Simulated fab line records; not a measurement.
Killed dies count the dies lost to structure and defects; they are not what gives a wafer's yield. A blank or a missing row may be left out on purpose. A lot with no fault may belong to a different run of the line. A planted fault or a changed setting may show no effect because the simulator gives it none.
Struck lot and sound lot, side by side -- flow berkeley-cmos170 -- 14 out of 331 route steps
Sound: wafers L759.1, L759.3, L759.6. Struck: wafers L756.2, L756.4, L756.5. The cause is given at the end.
Order at every step that has rows: each side's tool, ch and its chambers, its first start. Under that, the readings that differ: sound wafers -- struck wafers -- difference of the means -- sigmas: that difference in standard deviations of wafers without a fault.
alike: readings with means less than 2 such deviations apart, plus words and numbers identical on both sides. not compared: withheld readings, readings lacking a value on some wafer, bounds such as >300 that could conceal the same value, and numbers that have no deviation in the record and whose values overlap.
The two part at a step that has a row with sigmas, a row that says differs or no value, or rows on one side only. When numbers do not overlap yet have no deviation, they are printed without sigmas and do not part them. A reading missing from all wafers of one side parts the sides only when that side holds two or more wafers.

first, 5 steps without rows for these wafers: UCB170_WELLDRIVE_ANNEAL_03 (time 900 s); UCB170_WELLDRIVE_WET_ETCH_04 (etches SiO2 in BOE, time 120 s); UCB170_ACTIVE_CLEAN_00 (cleans in SPM, time 600 s); UCB170_ACTIVE_CLEAN_01 (cleans in dHF, time 60 s); UCB170_ACTIVE_OXIDATION_02 (target thk 26.4 nm, ox time 1260 s).
UCB170_ACTIVE_THK_MEAS_03:
  struck on film-metro-02, day 6 06:20; sound on film-metro-03, day 6 23:19
  alike: ACTIVE_OXIDE_THK
then, 2 steps without rows for these wafers: UCB170_ACTIVE_ANNEAL_04 (time 900 s); UCB170_ACTIVE_CVD_05 (deposits Si3N4 from SiH2Cl2/NH3, target thk 220 nm, time 3300 s).
UCB170_ACTIVE_THK_MEAS_06:
  struck on film-metro-02, day 6 12:41; sound on film-metro-03, day 7 06:13
  alike: ACTIVE_NITRIDE_THK
then, 3 steps without rows for these wafers: UCB170_ACTIVE_HMDS_07 (prime time 60 s); UCB170_ACTIVE_COAT_08 (resist thk 900 nm); UCB170_ACTIVE_SOFTBAKE_09 (time 60 s).
UCB170_ACTIVE_EXPOSE_10: exposes mask ACTIVE, target cd 1200 nm.
  sound on krf-scanner-02 ch 0, day 7 07:20; struck on krf-scanner-02, day 6 13:20
  no value came back on the struck wafers for exposure-dose-mJ-cm2, focus-offset-nm (nm); on the sound wafers exposure-dose-mJ-cm2 reads 20.007 20.003 20.013
  alike: mask
next, for these wafers, 1 step has no rows: UCB170_ACTIVE_PEB_11.

## WHERE THEY PART
At UCB170_ACTIVE_EXPOSE_10 and nowhere else, as far as this record goes.

WHY: what the simulator had put in
At UCB170_ACTIVE_EXPOSE_10, the step was skipped entirely on krf-scanner-02 from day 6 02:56 on. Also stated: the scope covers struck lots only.
